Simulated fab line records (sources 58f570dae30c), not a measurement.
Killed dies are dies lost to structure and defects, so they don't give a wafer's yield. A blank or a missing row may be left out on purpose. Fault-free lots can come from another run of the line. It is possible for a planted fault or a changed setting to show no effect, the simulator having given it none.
Problem report in the 8D (eight disciplines) form, filled by code :: flow berkeley cmos170 :: the parts of the form that need people (team, actions taken, sign-off) are left out

== 1. WHAT WENT WRONG ==
Mean NLDD_TW at UCB170_NLDD_TW_MEAS_11: 2074 over 6 wafers in 2 lots; fault-free wafers: 2198, standard deviation 16. That is -7.7 standard deviations from the usual mean.
First observed at day 9 02:57: wafer L506.2, on film metro-03. The record has a number at this step for 42 wafers belonging to 14 lots. By rule, "out" or "out of limits" means more than 4 standard deviations away from the usual mean. The other wafers with a number count as sound.

== 2. WHAT IT IS AND WHAT IT IS NOT ==
question: which readings at this step
is: NLDD_TW
is not: -

question: which lots
is: L506, L507
is not: L493, L494, L495, L496, L497, L498, L502, L508, L509, L510, L512, L514

question: which wafers of those lots
is: all that have a number
is not: -

question: read on which gauges
is: film metro-03
is not: film metro-01, film metro-04

question: when
is: from day 9 02:57
is not: up to then (21 sound wafers); but 15 sound wafers of L508, L509, L510, L512, L514 came after

== 3. SUSPECTS, AND WHAT RULES EACH OUT ==
Counting: any tool at a process step up to the reading is kept as a suspect provided that every lot that is out went through it and no sound lot did after the first of them.
- the gauge at UCB170_NLDD_TW_MEAS_11 has been ruled out. All the wafers that are out were read on film metro-03, but those of them that UCB170_NLDD_IMPLANT_08 has rows for are out there too, on other tools.
- implanter-03 at UCB170_NLDD_IMPLANT_08: kept. It processed each lot that is out, first L506 at day 9 02:34, and no sound lot thereafter; up to then, the last sound lot it processed was L502 at day 8 14:12. Its own dose ions cm2, faraday current uA readings are out on those wafers.
Left after counting: implanter-03 at UCB170_NLDD_IMPLANT_08.

== 4. THE CAUSE (what the simulator had put in) ==
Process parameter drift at UCB170_NLDD_IMPLANT_08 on implanter-03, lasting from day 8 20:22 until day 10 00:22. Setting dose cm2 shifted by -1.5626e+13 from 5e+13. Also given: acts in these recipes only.
The count eliminated every tool but this one.

== 5. THE CHAIN OF EFFECTS, in route order ==
Each row: a reading whose mean over the struck wafers that have a number lies more than 3 standard deviations from the usual. Readings are gone through only where the record gives a usual standard deviation; hours: the median, over the lots, of the time from a lot's start at the first step in this table giving one to that lot's start at this step; sigmas: the change measured in usual standard deviations.
hours: 0
step: UCB170_NLDD_IMPLANT_08
reading: dose ions cm2
usual: 5.001e+13
on struck wafers: 3.441e+13
change: -1.560e+13
sigmas: -99 or more

hours: 0
step: UCB170_NLDD_IMPLANT_08
reading: faraday current uA
usual: 158
on struck wafers: 109
change: -49
sigmas: -15

hours: 0
step: UCB170_NLDD_TW_MEAS_11
reading: NLDD_TW
usual: 2198
on struck wafers: 2074
change: -124
sigmas: -7.7

hours: 10
step: UCB170_SDANNEAL_RS_MEAS_05
reading: NLDD_RS
usual: 616.6 ohm/sq
on struck wafers: 689.7
change: +73.1
sigmas: +49
Its process steps:
- UCB170_NLDD_IMPLANT_08

== 6. WHAT WOULD HAVE CAUGHT IT SOONER ==
Counted from the fault's start at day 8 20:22, it took 7 hours until the first out-of-limits reading at a measuring or inspecting step in this record, taken at day 9 02:57.
Tool's own readings at UCB170_NLDD_IMPLANT_08, dose ions cm2, faraday current uA: out on all struck wafers the step has rows for; an alarm limit on them would have tripped on the first.
L507, from the lots that are out (2), started UCB170_NLDD_IMPLANT_08 on implanter-03 later than day 9 02:57. Holding the tool at that time would have saved it.
